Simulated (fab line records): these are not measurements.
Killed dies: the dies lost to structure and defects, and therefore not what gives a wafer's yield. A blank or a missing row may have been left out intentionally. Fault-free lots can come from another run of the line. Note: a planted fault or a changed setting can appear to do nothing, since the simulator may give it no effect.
Chamber matching / flow berkeley_cmos170 / UCB170_V1_CVD_00 on pecvd-02 has 3 sister chambers
The step deposits SiO2 from TEOS/O2, target thk 2000 nm, time 250 s. 3 wafers are shown with their chamber, then 8 later ones without.

## WAFERS PAIRED WITH THEIR CHAMBERS
wafer=L237.5; chamber=1; heater_power_w (W)=295
wafer=L241.3; chamber=0; heater_power_w (W)=194
wafer=L238.2; chamber=2; heater_power_w (W)=278

## WAFERS WITH NO CHAMBER GIVEN
wafer=L238.4; heater_power_w (W)=193
wafer=L238.6; heater_power_w (W)=288
wafer=L248.2; heater_power_w (W)=215
wafer=L248.3; heater_power_w (W)=388
wafer=L248.4; heater_power_w (W)=292
wafer=L251.2; heater_power_w (W)=235
wafer=L251.3; heater_power_w (W)=268
wafer=L251.6; heater_power_w (W)=290

## THE CHAMBER EACH PASSED THROUGH
wafer=L238.4; from the rows above=0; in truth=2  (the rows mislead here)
wafer=L238.6; from the rows above=can't be placed: 1 or 2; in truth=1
wafer=L248.2; from the rows above=can't be placed: 0 or 2 or 1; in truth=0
wafer=L248.3; from the rows above=can't be placed: 1 or 2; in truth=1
wafer=L248.4; from the rows above=can't be placed: 1 or 2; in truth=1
wafer=L251.2; from the rows above=can't be placed: 0 or 2 or 1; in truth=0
wafer=L251.3; from the rows above=can't be placed: 2 or 1 or 0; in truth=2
wafer=L251.6; from the rows above=can't be placed: 1 or 2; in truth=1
Placed correctly: 0 of 8. Can't be placed from these rows: 7 (the true chamber is among the candidates in 7). Wrongly placed: 1.
How it was worked out, from the rows above alone: a wafer's distance from a chamber is the root of the sum, over the readings, of the square of ((its reading less the chamber's mean) divided by the reading's scatter). If the next closest chamber is less than 2 further off than the closest, the wafer can't be placed; otherwise it belongs to the closest. A chamber's mean is the mean of its shown wafers. The scatter (one wafer shown for each chamber): square how far every hidden wafer sits from the nearest shown wafer, average those squares and take the square root.
